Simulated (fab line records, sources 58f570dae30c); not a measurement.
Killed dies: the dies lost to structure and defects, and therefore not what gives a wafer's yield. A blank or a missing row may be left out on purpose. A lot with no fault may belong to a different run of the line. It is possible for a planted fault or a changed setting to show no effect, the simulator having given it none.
Which tool is to blame? | flow berkeley-cmos170 | 7 lots, 21 wafers sampled, at 1 step of a route of 331

== WHAT EACH GAUGE READ, for each wafer ==
UCB170_FIELD_THK_MEAS_91.
lot  | measured     | on            | FIELD_OXIDE_LEFT_2_THK (nm)
L232 | day 6 17:19  | film-metro-04 | 364 356 353
L237 | day 7 20:35  | film-metro-04 | 337 334 335
L241 | day 9 02:52  | film-metro-01 | 344 348 337
L242 | day 9 03:42  | film-metro-04 | 324 332 330
L245 | day 9 17:28  | film-metro-01 | 323 320 321
L246 | day 10 09:14 | film-metro-01 | 319 322 324
L255 | day 12 05:24 | film-metro-02 | 345 352 342

== TOOL THAT RAN EACH LOT (tool first, then ch and the chambers of the sampled wafers, then the start) ==
Record: no process step prior to these readings.

== THE ANSWER, worked out from the rows above alone ==
Rule: usual is defined by the lots themselves. The widest of any qualifying gaps counts: lots, ordered by their means at a reading, are off when they make up no more than a third of the lots, leave a main group of 4 or more, and stand apart from it by 3 or more times the standard deviation of that group's means. A main group whose means are all the same, to the digits that the tables above print for the reading, isn't used. Also off: a lot with no number at a reading for which 4 or more lots have one. Where the step has rows for the other lots, those lots are counted as sound.
No lot is off on any of the readings shown, so nothing can be concluded from this.

== WHAT THE SIMULATOR PUT IN ==
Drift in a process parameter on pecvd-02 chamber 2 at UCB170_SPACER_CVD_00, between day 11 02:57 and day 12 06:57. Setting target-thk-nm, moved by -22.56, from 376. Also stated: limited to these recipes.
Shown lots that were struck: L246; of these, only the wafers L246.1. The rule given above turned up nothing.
